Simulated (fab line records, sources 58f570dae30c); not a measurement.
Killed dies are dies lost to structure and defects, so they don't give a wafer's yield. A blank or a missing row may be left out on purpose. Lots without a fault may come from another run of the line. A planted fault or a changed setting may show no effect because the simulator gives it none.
fab line records | flow berkeley_cmos170
record lots=14 wafers=42 last_day=11
route steps=331 shown GATE@143 NLDD@165 SDANNEAL@205 SILICIDE@214
lots that met no fault: from a run of the same line without faults
start_h: hours from the record's first day to the start of the lot's first wafer shown | wait_h: hours since the lot's step before | " the same as in the row above | L1.1+2: a row that stands for several wafers | - no value, or no start given | * or withheld: withheld | < > ~ a bound
route shown NAME@n: a module of which the file shows steps, and the number in the route of the first | usual: mean/standard deviation of fault-free wafers | same: alike in all rows | chamber/n: place in a boat | sites: the reading at each site | _std_site: their standard deviation | _edge_site: outer sites' mean less inner sites' | radius_mm: how far each site lies from the wafer's centre | mask NAME#n: copy n | behind: the tool/chamber that last shaped the wafer | hold: why the lot was held/for how many hours/how that ended | device: the transistor (n, p or np) that didn't switch | end of line: the same wafers' tests at the end of the route | a step without rows: its recipe alone | killed: dies lost to structure and defects at the first sort, not the wafer's yield | map: a wafer's dies, x killed, . not, _ none there
set.NAME: the setting as run; set.NAME@STEP: as run at that earlier step | model.NAME: the simulator's own value behind a step, which no gauge read
steps of the route over a sample of lots; a table a step, a row a wafer
services: from which hour (start_h, from the record's first day; less than 0 if before it) a tool's chamber was out of use, for how many hours, and why
## steps
# step UCB170_GATE_CD_MEAS_90
# recipe target_cd_nm=350
# usual cd_nm=350.4/1.5
# columns lot.wafer tool chamber start_h wait_h cd_nm
L111.3 cd_sem-02 - 116.28 0.1 352.4
L111.5 " - " " 353.4
L111.6 " - " " 352.7
L112.1 cd_sem-01 - 116.37 0.1 348.1
L112.2 " - " " 348.6
L112.6 " - " " 348.2
L113.2 cd_sem-01 - 126.66 0.1 350.0
L113.5 " - " " 349.7
L113.6 " - " " 350.5
L114.1 cd_sem-02 - 133.34 0.1 351.0
L114.3 " - " " 353.6
L114.6 " - " " 350.3
L116.2 cd_sem-01 - 138.76 0.1 349.2
L116.4 " - " " 349.5
L116.6 " - " " 349.0
L115.3 cd_sem-02 - 139.34 0.1 351.5
L115.5 " - " " 349.0
L115.6 " - " " 348.7
L117.4 cd_sem-02 - 150.01 0.1 349.3
L117.5 " - " " 349.7
L117.6 " - " " 349.1
L120.2 cd_sem-01 - 166.41 0.1 351.6
L120.4 " - " " 350.3
L120.5 " - " " 348.7
L124.1 cd_sem-01 - 192.63 0.1 353.3
L124.3 " - " " 351.0
L124.4 " - " " 352.1
L125.1 cd_sem-02 - 197.86 0.1 349.0
L125.2 " - " " 347.7
L125.5 " - " " 348.6
L127.2 cd_sem-02 - 198.43 0.1 351.6
L127.4 " - " " 351.2
L127.6 " - " " 351.5
L129.3 cd_sem-02 - 214.75 0.1 349.9
L129.5 " - " " 351.3
L129.6 " - " " 350.2
L131.1 cd_sem-01 - 214.95 0.1 352.2
L131.5 " - " " 351.9
L131.6 " - " " 353.2
L133.2 cd_sem-01 - 230.65 0.2 349.3
L133.3 " - " " 350.1
L133.6 " - " " 349.8
# step UCB170_NLDD_OVL_MEAS_07
# usual NLDD_OVL=-4/4.7
# columns lot.wafer tool chamber start_h wait_h NLDD_OVL[nm]
L111.3 overlay-01 - 119.74 0.1 -7
L111.5 " - " " -9
L111.6 " - " " -7
L112.1 overlay-01 - 120.01 0.1 -5
L112.2 " - " " -2
L112.6 " - " " -2
L113.2 overlay-01 - 129.99 0.1 1
L113.5 " - " " -1
L113.6 " - " " -7
L114.1 overlay-01 - 137.72 0.1 -13
L114.3 " - " " -5
L114.6 " - " " -8
L116.2 overlay-02 - 142.50 0.1 -6
L116.4 " - " " -9
L116.6 " - " " -7
L115.3 overlay-01 - 142.90 0.1 -3
L115.5 " - " " -4
L115.6 " - " " -4
L117.4 overlay-01 - 155.13 0.1 -5
L117.5 " - " " -4
L117.6 " - " " -6
L120.2 overlay-02 - 169.34 0.1 2
L120.4 " - " " -2
L120.5 " - " " -2
L124.1 overlay-01 - 195.65 0.1 -2
L124.3 " - " " -7
L124.4 " - " " 1
L125.1 overlay-01 - 203.02 0.1 -6
L125.2 " - " " -3
L125.5 " - " " -2
L127.2 overlay-01 - 203.58 0.1 -12
L127.4 " - " " -7
L127.6 " - " " -9
L129.3 overlay-02 - 220.48 0.1 2
L129.5 " - " " 6
L129.6 " - " " 2
L131.1 overlay-02 - 220.72 0.1 3
L131.5 " - " " 0
L131.6 " - " " 3
L133.2 overlay-02 - 234.56 0.1 -7
L133.3 " - " " -6
L133.6 " - " " -13
# step UCB170_SDANNEAL_RTA_01
# recipe temp_c=1050 time_s=5 ambient=N2
# usual chamber_o2_ppm=1.997/0.024 lamp_power_pct=37/3.9 wafer_temp_C_max=1054.0/0.81
# columns lot.wafer tool chamber start_h wait_h chamber_o2_ppm lamp_power_pct wafer_temp_C_max
L112.1 rtp_anneal-01 0 132.40 0.1 1.990 40 1053.7
L112.2 " 0 " " 2.013 40 1054.2
L112.6 " 0 " " 1.994 40 1055.2
L111.3 rtp_anneal-02 0 132.42 0.1 2.018 32 1053.9
L111.5 " 0 " " 1.949 32 1054.0
L111.6 " 0 " " 1.972 32 1052.6
L113.2 rtp_anneal-01 0 138.69 0.1 1.975 40 1054.5
L113.5 " 0 " " 1.978 40 1055.9
L113.6 " 0 " " 2.030 40 1055.6
L114.1 rtp_anneal-02 0 152.83 0.1 2.012 32 1054.5
L114.3 " 0 " " 1.996 32 1052.5
L114.6 " 0 " " 1.992 32 1053.3
L115.3 rtp_anneal-02 0 153.89 0.1 1.988 32 1053.0
L115.5 " 0 " " 2.017 32 1053.5
L115.6 " 0 " " 1.992 32 1052.9
L116.2 rtp_anneal-01 0 154.29 0.1 2.001 40 1053.3
L116.4 " 0 " " 2.035 40 1055.4
L116.6 " 0 " " 1.997 40 1055.6
L117.4 rtp_anneal-01 0 165.43 0.1 1.992 40 1054.9
L117.5 " 0 " " 2.011 40 1052.3
L117.6 " 0 " " 2.001 40 1054.6
L120.2 rtp_anneal-02 0 178.60 0.1 1.988 32 1053.2
L120.4 " 0 " " 1.994 32 1053.5
L120.5 " 0 " " 2.020 32 1053.9
L124.1 rtp_anneal-01 0 206.10 0.1 1.951 40 1053.8
L124.3 " 0 " " 1.961 40 1055.2
L124.4 " 0 " " 1.995 40 1054.9
L125.1 rtp_anneal-01 0 215.36 0.1 2.065 40 1054.0
L125.2 " 0 " " 2.025 40 1053.4
L125.5 " 0 " " 2.022 40 1055.2
L127.2 rtp_anneal-02 0 215.49 0.1 1.979 32 1053.7
L127.4 " 0 " " 1.978 32 1053.8
L127.6 " 0 " " 1.965 32 1054.7
L129.3 rtp_anneal-02 0 232.59 0.1 1.978 32 1054.1
L129.5 " 0 " " 1.970 32 1053.1
L129.6 " 0 " " 1.985 32 1054.6
L131.1 rtp_anneal-02 0 232.92 0.1 2.013 32 1053.8
L131.5 " 0 " " 1.977 32 1055.2
L131.6 " 0 " " 2.003 32 1053.9
L133.2 rtp_anneal-01 0 245.61 0.1 1.966 40 1053.6
L133.3 " 0 " " 1.986 40 1053.9
L133.6 " 0 " " 1.996 40 1054.0
# step UCB170_SILICIDE_RTA_04
# recipe temp_c=650 time_s=15 ambient=N2
# usual chamber_o2_ppm=1.996/0.024 lamp_power_pct=9.9/1.1 wafer_temp_C_max=652.6/0.58
# columns lot.wafer tool chamber start_h wait_h chamber_o2_ppm lamp_power_pct wafer_temp_C_max
L112.1 rtp_anneal-01 0 133.22 0.1 2.029 11.2 652.3
L112.2 " 0 " " 1.980 11.2 653.5
L112.6 " 0 " " 1.975 11.2 652.8
L111.3 rtp_anneal-02 0 133.24 0.1 2.034 9.0 652.6
L111.5 " 0 " " 1.979 9.0 652.8
L111.6 " 0 " " 1.992 9.0 651.7
L113.2 rtp_anneal-02 0 139.50 0.1 1.931 9.0 652.2
L113.5 " 0 " " 1.978 9.0 653.1
L113.6 " 0 " " 1.976 9.0 652.5
L114.1 rtp_anneal-01 0 153.65 0.1 1.980 11.2 652.5
L114.3 " 0 " " 2.054 11.2 653.1
L114.6 " 0 " " 2.033 11.2 652.4
L115.3 rtp_anneal-02 0 154.91 0.1 2.027 9.0 652.3
L115.5 " 0 " " 2.018 9.0 652.9
L115.6 " 0 " " 1.991 9.0 651.5
L116.2 rtp_anneal-01 0 155.14 0.1 2.048 11.2 653.1
L116.4 " 0 " " 2.026 11.2 653.3
L116.6 " 0 " " 2.000 11.2 653.3
L117.4 rtp_anneal-02 0 166.26 0.1 2.017 9.0 652.4
L117.5 " 0 " " 2.024 9.0 651.8
L117.6 " 0 " " 1.975 9.0 652.1
L120.2 rtp_anneal-02 0 179.42 0.1 1.991 9.0 653.8
L120.4 " 0 " " 2.008 9.0 652.0
L120.5 " 0 " " 2.008 9.0 652.1
L124.1 rtp_anneal-02 0 206.92 0.1 61.978 9.0 651.8
L124.3 " 0 " " 62.013 9.0 651.7
L124.4 " 0 " " 61.990 9.0 652.0
L125.1 rtp_anneal-02 0 216.17 0.1 61.974 9.0 652.9
L125.2 " 0 " " 61.991 9.0 652.0
L125.5 " 0 " " 61.978 9.0 651.4
L127.2 rtp_anneal-02 0 216.31 0.1 62.005 9.0 653.1
L127.4 " 0 " " 62.023 9.0 652.0
L127.6 " 0 " " 62.039 9.0 653.5
L129.3 rtp_anneal-01 0 233.41 0.1 1.991 11.2 651.8
L129.5 " 0 " " 2.013 11.2 653.5
L129.6 " 0 " " 1.951 11.2 652.9
L131.1 rtp_anneal-01 0 233.74 0.1 1.993 11.2 652.8
L131.5 " 0 " " 1.989 11.2 653.2
L131.6 " 0 " " 1.994 11.2 652.2
L133.2 rtp_anneal-01 0 246.42 0.1 1.931 11.2 652.6
L133.3 " 0 " " 1.952 11.2 652.6
L133.6 " 0 " " 1.962 11.2 653.0
## services
# columns tool chamber start_h hours kind
rtp_anneal-01 - 218.98 3.7 pm
## key
first_sign step=UCB170_SILICIDE_RTA_04 reading=chamber_o2_ppm direction=up sigmas=99+ usual=1.996 struck=61.999
effect none on later readings
met_at UCB170_SILICIDE_RTA_04
struck_lots L124,L125,L127
tester_left_out L124,L125,L127
not_acting_at UCB170_GATE_CD_MEAS_90,UCB170_NLDD_OVL_MEAS_07,UCB170_SDANNEAL_RTA_01
onset_between 179.42 206.92
fault kind=process_parameter_drift tool=rtp_anneal-02 chamber=- onset_h=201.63 steps=UCB170_SILICIDE_RTA_04 channel=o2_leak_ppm offset=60 shape=step end_h=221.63
# tester_left_out: of these lots the tester's yield and bins aren't shown, on N5 and GAA mostly nor the transistor test; their killed dies are dies lost to structure and defects alone, not to doping, threshold or leakage, so they don't give the yield
